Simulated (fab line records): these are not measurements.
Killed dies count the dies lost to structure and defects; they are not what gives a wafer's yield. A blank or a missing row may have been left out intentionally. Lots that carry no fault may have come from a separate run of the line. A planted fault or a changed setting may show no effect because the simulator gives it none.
Which tool did it? -- flow rit_cmos -- at 1 step of a route of 202, 7 lots with 21 wafers sampled

WHAT THE GAUGES READ, wafer by wafer
RIT_PSD_OVL_MEAS_06.
lot,measured,on,PSD_OVL (nm)
L568,day 3 18:31,overlay-01,-1.7 -1.2 -1.3
L570,day 4 07:40,overlay-02,-0.3 0.7 -0.1
L573,day 4 19:42,overlay-02,3.1 1.9 1.7
L576,day 5 13:53,overlay-01,-1.2 -1.0 -1.4
L583,day 6 20:20,overlay-02,0.9 0.2 0.2
L586,day 7 10:38,overlay-02,-1.4 -2.0 -1.8
L588,day 19 08:48,overlay-02,-0.3 -0.1 1.6

WHAT TOOL EACH LOT RAN ON (gives the tool, then ch and the chambers of the sampled wafers, and finally the start)
There is no process step in the record ahead of these readings.

THE ANSWER, worked out from the rows above alone
Rule: the lots themselves supply what counts as usual. The widest of any qualifying gaps counts: lots, ordered by their means at a reading, are off when they make up no more than a third of the lots, leave a main group of 4 or more, and stand apart from it by 3 or more times the standard deviation of that group's means. If all means in a main group match to the digits the tables above print for the reading, that group is not used. Also off: a lot with no number at a reading for which 4 or more lots have one. All remaining lots with rows at the step are treated as sound.
None of the lots is off at any reading shown; this tells nothing.

WHAT THE SIMULATOR PUT IN
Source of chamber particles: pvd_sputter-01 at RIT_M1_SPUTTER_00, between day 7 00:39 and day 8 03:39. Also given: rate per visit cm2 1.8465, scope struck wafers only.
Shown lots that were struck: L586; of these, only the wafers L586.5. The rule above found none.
